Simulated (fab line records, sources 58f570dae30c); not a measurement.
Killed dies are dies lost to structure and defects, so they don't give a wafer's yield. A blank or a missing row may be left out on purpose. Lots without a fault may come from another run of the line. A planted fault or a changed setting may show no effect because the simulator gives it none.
fab line records | flow berkeley_cmos170 | part 2 of 2: steps 26 to 37 of 37
record lots=5 wafers=15 last_day=12
route steps=331 shown NWELL@33 PWELL@34 WELLDRIVE@55 ACTIVE@60
lots that met no fault: from a run of the same line without faults
start_h: hours from the record's first day to the start of the lot's first wafer shown | wait_h: hours since the lot's step before | " the same as in the row above | L1.1+2: a row that stands for several wafers | - no value, or no start given | * or withheld: withheld | < > ~ a bound
route shown NAME@n: a module of which the file shows steps, and the number in the route of the first | usual: mean/standard deviation of fault-free wafers | same: alike in all rows | chamber/n: place in a boat | sites: the reading at each site | _std_site: their standard deviation | _edge_site: outer sites' mean less inner sites' | radius_mm: how far each site lies from the wafer's centre | mask NAME#n: copy n | behind: the tool/chamber that last shaped the wafer | hold: why the lot was held/for how many hours/how that ended | device: the transistor (n, p or np) that didn't switch | end of line: the same wafers' tests at the end of the route | a step without rows: its recipe alone | killed: dies lost to structure and defects at the first sort, not the wafer's yield | map: a wafer's dies, x killed, . not, _ none there
set.NAME: the setting as run; set.NAME@STEP: as run at that earlier step | model.NAME: the simulator's own value behind a step, which no gauge read
lots at some steps of the route; a table a step, a row a wafer
services: from which hour (start_h, from the record's first day; less than 0 if before it) a tool's chamber was out of use, for how many hours, and why
## steps
# step UCB170_WELLDRIVE_ANNEAL_03
# recipe temp_c=1100 time_s=900 ambient=N2
# usual tube_center_temp_C_max=1102.8/0.49
# columns lot.wafer tool chamber start_h wait_h tube_center_temp_C_max
L082.2 furnace-02 0 101.79 3.7 1102.6
L082.3 " 0 " " 1103.5
L082.4 " 0 " " 1102.7
L088.1 furnace-03 0 126.47 3.1 1102.8
L088.4 " 0 " " 1102.3
L088.5 " 0 " " 1103.4
L092.1 furnace-04 0 159.99 2.3 1104.2
L092.3 " 0 " " 1102.0
L092.5 " 0 " " 1103.5
L094.1 furnace-02 0 167.20 2.0 1103.6
L094.2 " 0 " " 1102.3
L094.3 " 0 " " 1102.9
L097.1 furnace-03 0 176.51 2.9 1103.0
L097.3 " 0 " " 1102.9
L097.4 " 0 " " 1102.6
# step UCB170_WELLDRIVE_WET_ETCH_04
# recipe chemistry=BOE dilution=5:1 target=SiO2 temp_c=25 time_s=120
# usual bath_heat_duty_pct=6.4/0.84
# columns lot.wafer tool chamber start_h wait_h bath_heat_duty_pct
L082.2 wet_bench-03 3 103.07 0.0 5.9
L082.3 " 3 " " 7.6
L082.4 " 3 " " 6.0
L088.1 wet_bench-04 3 127.72 0.0 5.9
L088.4 " 3 " " 7.0
L088.5 " 3 " " 6.7
L092.1 wet_bench-03 2 161.25 0.0 7.3
L092.3 " 2 " " 8.2
L092.5 " 2 " " 7.1
L094.1 wet_bench-04 0 168.45 0.0 5.0
L094.2 " 0 " " 5.0
L094.3 " 0 " " 5.4
L097.1 wet_bench-04 0 177.94 0.2 4.3
L097.3 " 0 " " 5.2
L097.4 " 0 " " 5.1
# step UCB170_ACTIVE_CLEAN_00
# recipe chemistry=SPM temp_c=120 time_s=600
# usual bath_heat_duty_pct=13.1/1.4
# columns lot.wafer tool chamber start_h wait_h bath_heat_duty_pct
L082.2 wet_bench-03 3 103.11 0.0 13.8
L082.3 " 3 " " 13.0
L082.4 " 3 " " 14.8
L088.1 wet_bench-04 3 127.76 0.0 12.9
L088.4 " 3 " " 13.7
L088.5 " 3 " " 12.3
L092.1 wet_bench-03 0 161.29 0.0 16.3
L092.3 " 0 " " 14.7
L092.5 " 0 " " 15.6
L094.1 wet_bench-04 1 168.49 0.0 14.1
L094.2 " 1 " " 13.8
L094.3 " 1 " " 13.4
L097.1 wet_bench-04 2 177.98 0.0 12.8
L097.3 " 2 " " 12.8
L097.4 " 2 " " 14.2
# step UCB170_ACTIVE_CLEAN_01
# recipe chemistry=dHF dilution=25:1 time_s=60
# columns lot.wafer tool chamber start_h wait_h
L082.2+3+4 wet_bench-03 3 103.29 0.0
L088.1+4+5 wet_bench-04 3 128.11 0.2
L092.1+3+5 wet_bench-04 0 161.51 0.0
L094.1+2+3 wet_bench-04 1 168.68 0.0
L097.1+3+4 wet_bench-04 2 178.16 0.0
# step UCB170_ACTIVE_OXIDATION_02
# recipe temp_c=1000 ambient=O2 target_thk_a=264 ox_time_s=1260
# usual ox_temp_c_max=1004.7/0.97 tube_center_temp_C_max=1002.6/0.44
# columns lot.wafer tool chamber start_h wait_h ox_temp_c_max tube_center_temp_C_max
L082.2 furnace-03 0 106.25 2.9 1006.4 1002.1
L082.3 " 0 " " 1005.1 1002.6
L082.4 " 0 " " 1005.5 1002.6
L088.1 furnace-01 0 131.77 3.6 1005.1 1002.5
L088.4 " 0 " " 1003.5 1002.6
L088.5 " 0 " " 1005.2 1002.6
L092.1 furnace-04 0 165.32 3.8 1006.0 1002.8
L092.3 " 0 " " 1005.3 1002.5
L092.5 " 0 " " 1005.7 1002.3
L094.1 furnace-04 0 172.01 3.3 1005.6 1002.6
L094.2 " 0 " " 1003.9 1003.2
L094.3 " 0 " " 1003.6 1002.2
L097.1 furnace-01 0 181.09 2.9 1004.6 1004.2
L097.3 " 0 " " 1003.5 1002.9
L097.4 " 0 " " 1004.5 1002.0
# step UCB170_ACTIVE_THK_MEAS_03
# recipe reads=SiO2_of_ACTIVE_OXIDATION_02
# usual ACTIVE_OXIDE_THK=26.3/0.46
# columns lot.wafer tool chamber start_h wait_h ACTIVE_OXIDE_THK[nm]
L082.2 film_metro-01 - 107.61 0.0 26.3
L082.3 " - " " 26.1
L082.4 " - " " 25.5
L088.1 film_metro-02 - 133.12 0.0 27.0
L088.4 " - " " 26.6
L088.5 " - " " 26.7
L092.1 film_metro-02 - 166.67 0.0 27.0
L092.3 " - " " 26.7
L092.5 " - " " 26.3
L094.1 film_metro-04 - 173.36 0.0 26.9
L094.2 " - " " 26.8
L094.3 " - " " 27.0
L097.1 film_metro-02 - 182.44 0.0 26.7
L097.3 " - " " 27.0
L097.4 " - " " 26.8
# step UCB170_ACTIVE_ANNEAL_04
# recipe temp_c=1000 time_s=900 ambient=N2
# usual tube_center_temp_C_max=1002.5/0.44
# columns lot.wafer tool chamber start_h wait_h tube_center_temp_C_max
L082.2 furnace-04 0 110.66 3.0 1002.4
L082.3 " 0 " " 1002.7
L082.4 " 0 " " 1002.2
L088.1 furnace-01 0 135.72 2.6 1002.3
L088.4 " 0 " " 1002.5
L088.5 " 0 " " 1003.3
L092.1 furnace-04 0 169.51 2.8 1002.2
L092.3 " 0 " " 1003.2
L092.5 " 0 " " 1002.0
L094.1 furnace-04 0 176.21 2.8 1002.3
L094.2 " 0 " " 1002.3
L094.3 " 0 " " 1003.3
L097.1 furnace-04 0 185.14 2.7 1003.7
L097.3 " 0 " " 1002.9
L097.4 " 0 " " 1002.4
# step UCB170_ACTIVE_CVD_05
# recipe material=Si3N4 target_thk_nm=220 temp_c=800 precursor=SiH2Cl2/NH3 time_s=3366 pressure_mtorr=200 sih2cl2_flow_sccm=25 nh3_flow_sccm=75
# columns lot.wafer tool chamber start_h wait_h
L082.2+3+4 lpcvd-01 0 111.91 0.0
L088.1+4+5 lpcvd-02 1 136.97 0.0
L092.1+3+5 lpcvd-02 1 171.86 1.1
L094.1+2+3 lpcvd-01 0 177.91 0.4
L097.1+3+4 lpcvd-01 0 186.60 0.2
# step UCB170_ACTIVE_THK_MEAS_06
# recipe reads=Si3N4_of_ACTIVE_CVD_05
# usual ACTIVE_NITRIDE_THK=224.3/1.8
# columns lot.wafer tool chamber start_h wait_h ACTIVE_NITRIDE_THK[nm]
L082.2 film_metro-02 - 113.83 0.0 224.3
L082.3 " - " " 223.0
L082.4 " - " " 224.5
L088.1 film_metro-04 - 138.89 0.0 222.2
L088.4 " - " " 224.6
L088.5 " - " " 223.4
L092.1 film_metro-02 - 173.77 0.0 220.1
L092.3 " - " " 222.2
L092.5 " - " " 222.3
L094.1 film_metro-04 - 179.82 0.0 221.5
L094.2 " - " " 222.5
L094.3 " - " " 221.6
L097.1 film_metro-02 - 188.51 0.0 221.5
L097.3 " - " " 223.4
L097.4 " - " " 222.3
# step UCB170_ACTIVE_HMDS_07
# recipe prime_time_s=60 prime_temp_c=100
# usual prime_temp_c=100.01/0.11
# columns lot.wafer tool chamber start_h wait_h prime_temp_c
L082.2 litho_track-02 0 113.91 0.1 100.04
L082.3 " 0 " " 99.98
L082.4 " 0 " " 100.01
L088.1 litho_track-03 0 138.95 0.1 100.18
L088.4 " 0 " " 100.08
L088.5 " 0 " " 100.21
L092.1 litho_track-02 0 174.41 0.6 100.02
L092.3 " 0 " " 99.97
L092.5 " 0 " " 100.09
L094.1 litho_track-01 0 179.88 0.1 100.07
L094.2 " 0 " " 99.96
L094.3 " 0 " " 100.32
L097.1 litho_track-01 0 188.62 0.1 99.99
L097.3 " 0 " " 99.92
L097.4 " 0 " " 99.80
# step UCB170_ACTIVE_COAT_08
# recipe resist=KrF spin_rpm=1500 resist_thk_nm=900
# columns lot.wafer tool chamber start_h wait_h
L082.2+3+4 litho_track-02 0 114.06 0.1
L088.1+4+5 litho_track-03 0 139.10 0.1
L092.1+3+5 litho_track-02 0 174.56 0.1
L094.1+2+3 litho_track-01 0 180.03 0.1
L097.1+3+4 litho_track-01 0 188.77 0.1
# step UCB170_ACTIVE_SOFTBAKE_09
# recipe resist=KrF temp_c=130 time_s=60
# usual plate_temp_C=130.03/0.14
# columns lot.wafer tool chamber start_h wait_h plate_temp_C
L082.2 litho_track-02 0 114.21 0.1 130.09
L082.3 " 0 " " 129.99
L082.4 " 0 " " 130.03
L088.1 litho_track-03 0 139.25 0.1 129.95
L088.4 " 0 " " 129.99
L088.5 " 0 " " 129.98
L092.1 litho_track-02 0 174.71 0.1 129.89
L092.3 " 0 " " 129.62
L092.5 " 0 " " 129.78
L094.1 litho_track-01 0 180.18 0.1 130.10
L094.2 " 0 " " 130.24
L094.3 " 0 " " 130.06
L097.1 litho_track-01 0 188.92 0.1 129.85
L097.3 " 0 " " 129.81
L097.4 " 0 " " 129.90
## services
# columns tool chamber start_h hours kind
krf_scanner-01 - 50.13 1.0 pm
lpcvd-01 - 56.25 28.1 pm
furnace-04 - 61.49 3.6 pm
krf_scanner-01 - 71.07 3.6 pm
furnace-03 - 73.60 3.4 pm
furnace-04 - 73.76 3.5 pm
krf_scanner-01 - 74.62 1.3 pm
rie_diel-04 3 83.60 5.3 repair
rie_diel-02 - 84.86 0.4 repair
plasma_asher-02 - 87.22 0.7 repair
plasma_asher-02 - 95.28 6.6 repair
plasma_asher-02 - 119.59 1.4 repair
krf_scanner-01 - 125.14 0.8 pm
rie_diel-02 2 125.65 4.1 repair
rie_diel-04 - 127.56 1.6 repair
krf_scanner-02 - 131.95 1.1 repair
rie_diel-02 - 137.97 0.4 repair
rie_diel-02 0 143.24 6.6 repair
implanter-02 - 146.95 15.0 repair
furnace-03 - 148.63 3.0 pm
krf_scanner-02 - 150.69 0.5 repair
krf_scanner-02 - 155.00 1.0 pm
plasma_asher-02 - 169.02 2.8 pm
furnace-03 - 180.61 1.8 pm
